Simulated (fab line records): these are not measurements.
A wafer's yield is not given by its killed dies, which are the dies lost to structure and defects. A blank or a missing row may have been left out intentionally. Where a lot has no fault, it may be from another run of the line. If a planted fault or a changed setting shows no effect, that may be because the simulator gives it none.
Chamber matching | flow ritCmos | RIT_GATE_ETCH_19 on rieSi-01 has 4 sister chambers
The step etches poly-Si in SF6/CHF3/O2, stops on SiO2, time 165 s, target depth 312.5 nm. 4 wafers are shown with their chamber, then 9 later ones without.

== EACH WAFER AND ITS CHAMBER ==
wafer  | chamber | throttleValvePct (%)
L665.3 | 0       | 10.13
L669.1 | 3       | 10.28
L669.2 | 1       | 10.52
L669.4 | 2       | 9.97

== WAFERS WHOSE CHAMBER IS MISSING ==
wafer  | throttleValvePct (%)
L677.1 | 10.27
L677.4 | 10.14
L677.6 | 10.29
L681.3 | 10.29
L681.4 | 10.00
L681.6 | 10.29
L683.2 | 10.13
L683.5 | 10.15
L683.6 | 10.52

== WHICH CHAMBER EACH ONE RAN IN ==
wafer  | from the rows above | in truth
L677.1 | 3                   | 3
L677.4 | 0                   | 0
L677.6 | 3                   | 3
L681.3 | 3                   | 3
L681.4 | 2                   | 2
L681.6 | 3                   | 3
L683.2 | 0                   | 0
L683.5 | 0                   | 0
L683.6 | 1                   | 1
Correctly placed: 9 of 9. Not placeable from these rows: 0. Placed wrongly: 0.
How it was worked out, from the rows above alone: a wafer's distance from a chamber is the root of the sum, over the readings, of the square of ((its reading less the chamber's mean) divided by the reading's scatter). If the next closest chamber is less than 2 further off than the closest, the wafer can't be placed; otherwise it belongs to the closest. A chamber's mean is the mean of its shown wafers. The scatter (one wafer shown for each chamber): square how far every hidden wafer sits from the nearest shown wafer, average those squares and take the square root.
